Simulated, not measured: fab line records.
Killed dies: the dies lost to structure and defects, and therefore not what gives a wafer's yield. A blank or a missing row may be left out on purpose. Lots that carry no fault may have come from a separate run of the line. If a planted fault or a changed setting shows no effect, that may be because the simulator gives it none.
Which of the tools did it? -- flow ritCmos -- 14 lots, 42 wafers sampled, at 2 steps of a route of 202

WHAT EACH GAUGE READ, for each wafer
RIT_ACTIVE_THK_MEAS_04. Usual: for ACTIVE_NITRIDE_THK the level is 149.6 nm and the standard deviation is 1.4.
lot,measured,on,ACTIVE_NITRIDE_THK (nm),flag
L629,day 1 13:33,filmMetro-01,148.3 149.4 150.3,
L630,day 1 18:33,filmMetro-02,147.7 147.9 148.4,
L631,day 2 00:14,filmMetro-03,150.2 149.2 149.4,
L633,day 2 09:32,filmMetro-02,149.2 148.8 149.9,
L636,day 3 00:33,filmMetro-01,150.7 151.0 150.9,
L637,day 3 05:32,filmMetro-02,148.9 148.8 148.3,
L639,day 3 16:16,filmMetro-02,148.0 148.9 148.3,
L640,day 3 20:32,filmMetro-03,147.5 148.3 148.8,
L641,day 4 02:15,filmMetro-03,199.1 198.9 197.8,OFF
L642,day 4 06:32,filmMetro-01,151.0 150.4 151.3,
L643,day 4 11:32,filmMetro-03,152.0 151.9 151.6,
L644,day 4 17:30,filmMetro-03,199.6 199.5 198.3,OFF
L647,day 5 07:32,filmMetro-02,149.0 149.1 148.4,
L652,day 6 09:07,filmMetro-03,152.1 150.6 150.7,

WHAT TOOL EACH LOT RAN ON (gives the tool, then ch and the chambers of the sampled wafers, and finally the start)
lot,RIT_ACTIVE_CVD_03
L629,"lpcvd-01 ch 0, day 1 12:08"
L630,"lpcvd-02 ch 0, day 1 17:07"
L631,"lpcvd-02 ch 1, day 1 22:07"
L633,"lpcvd-02 ch 0, day 2 08:07"
L636,"lpcvd-02 ch 1, day 2 23:07"
L637,"lpcvd-01 ch 0, day 3 04:07"
L639,"lpcvd-02 ch 0, day 3 14:07"
L640,"lpcvd-01 ch 0, day 3 19:07"
L641,"lpcvd-02 ch 1, day 4 00:07"
L642,"lpcvd-01 ch 1, day 4 05:07"
L643,"lpcvd-01 ch 0, day 4 10:07"
L644,"lpcvd-02 ch 1, day 4 16:05"
L647,"lpcvd-01 ch 1, day 5 06:07"
L652,"lpcvd-01 ch 1, day 6 07:41"
- RIT_ACTIVE_CVD_03: deposits Si3N4 from SiH2Cl2/NH3, target thk 150 nm, time 1500 s.

WHAT THE TOOLS THEMSELVES READ (means of the sampled wafers that have a number; where no wafer has one, the mark that the record gives instead)
RIT_ACTIVE_CVD_03. Usual: nh3FlowSccm 150.0 sccm, standard deviation 0.47; spikeTcSourceC 832.1 C, standard deviation 2.4.
lot,tool,nh3FlowSccm (sccm),spikeTcSourceC (C),flag
L629,lpcvd-01,149.8,831.7,
L630,lpcvd-02,150.4,832.9,
L631,lpcvd-02,149.9,834.5,
L633,lpcvd-02,150.3,833.1,
L636,lpcvd-02,150.2,834.2,
L637,lpcvd-01,150.6,831.8,
L639,lpcvd-02,149.6,834.4,
L640,lpcvd-01,150.4,832.0,
L641,lpcvd-02,150.3,833.7,
L642,lpcvd-01,149.9,827.3,
L643,lpcvd-01,150.1,832.7,
L644,lpcvd-02,150.7,834.7,
L647,lpcvd-01,149.8,828.5,
L652,lpcvd-01,150.1,828.4,

THE ANSWER, worked out from the rows above alone
Rule: lot off if the mean of its wafers having a number is beyond 3 standard deviations from the usual mean. Also off: a lot with no number at a reading for which 4 or more lots have one. Where the step has rows for the other lots, those lots are counted as sound. Order of review: gauges by route order, followed by the tools' own readings, for which a lot's mean as printed above is used. At the first step where some lot is off, the reading lying furthest off is the one used; lots without a number count as furthest.
Off: at RIT_ACTIVE_THK_MEAS_04 (ACTIVE_NITRIDE_THK), L641, L644.
A tool fits if, at a process step before that reading, it ran every lot that is off, and no sound lot after the first of them. Gauges at RIT_ACTIVE_THK_MEAS_04: tried the same way as those tools. One fits: lpcvd-02 at RIT_ACTIVE_CVD_03. Its last sound lot is L639 (day 3 14:07), its first lot that is off L641 (day 4 00:07): a fault that began between those two fits.

WHAT WAS PUT IN BY THE SIMULATOR
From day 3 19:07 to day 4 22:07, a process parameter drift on lpcvd-02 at RIT_ACTIVE_CVD_03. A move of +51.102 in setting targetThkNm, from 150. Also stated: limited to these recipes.
Struck lots among those shown: L641, L644. Same finding as the rule above.
